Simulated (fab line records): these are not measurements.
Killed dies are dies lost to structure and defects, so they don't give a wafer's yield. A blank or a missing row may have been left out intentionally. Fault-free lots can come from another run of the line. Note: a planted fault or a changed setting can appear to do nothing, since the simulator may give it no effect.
Which tool is to blame? | flow berkeley-cmos170 | 7 lots, 21 wafers sampled, at 1 step of a route of 331

## WHAT THE GAUGES READ, wafer by wafer
UCB170_V1_OVL_MEAS_13.
lot  | measured     | on         | V1_OVL (nm)
L758 | day 7 08:37  | overlay-01 | 8 6 13
L755 | day 7 08:57  | overlay-02 | 1 4 0
L764 | day 9 03:17  | overlay-02 | -2 3 5
L770 | day 10 14:07 | overlay-01 | -3 -5 -3
L772 | day 10 23:56 | overlay-02 | 10 11 1
L774 | day 11 12:48 | overlay-02 | 13 -1 10
L778 | day 12 04:53 | overlay-01 | 5 5 8

## TOOL THAT RAN EACH LOT (tool first, then ch and the chambers of the sampled wafers, then the start)
Before these readings, the record contains no process step.

## THE ANSWER, worked out from the rows above alone
Rule: the lots themselves supply what counts as usual. Put in order of their means at a reading, lots are off if they are a third of the lots or fewer, leave a main group of 4 or more, and stand apart from it by a gap of 3 or more times the standard deviation of the main group's means; of several such gaps the widest counts. A main group whose means are all the same, to the digits that the tables above print for the reading, isn't used. Also off: a lot with no number at a reading for which 4 or more lots have one. The other lots that the step has rows for count as sound.
No lot is off at any reading shown: from this, nothing can be told.

## WHAT HAD BEEN PUT IN BY THE SIMULATOR
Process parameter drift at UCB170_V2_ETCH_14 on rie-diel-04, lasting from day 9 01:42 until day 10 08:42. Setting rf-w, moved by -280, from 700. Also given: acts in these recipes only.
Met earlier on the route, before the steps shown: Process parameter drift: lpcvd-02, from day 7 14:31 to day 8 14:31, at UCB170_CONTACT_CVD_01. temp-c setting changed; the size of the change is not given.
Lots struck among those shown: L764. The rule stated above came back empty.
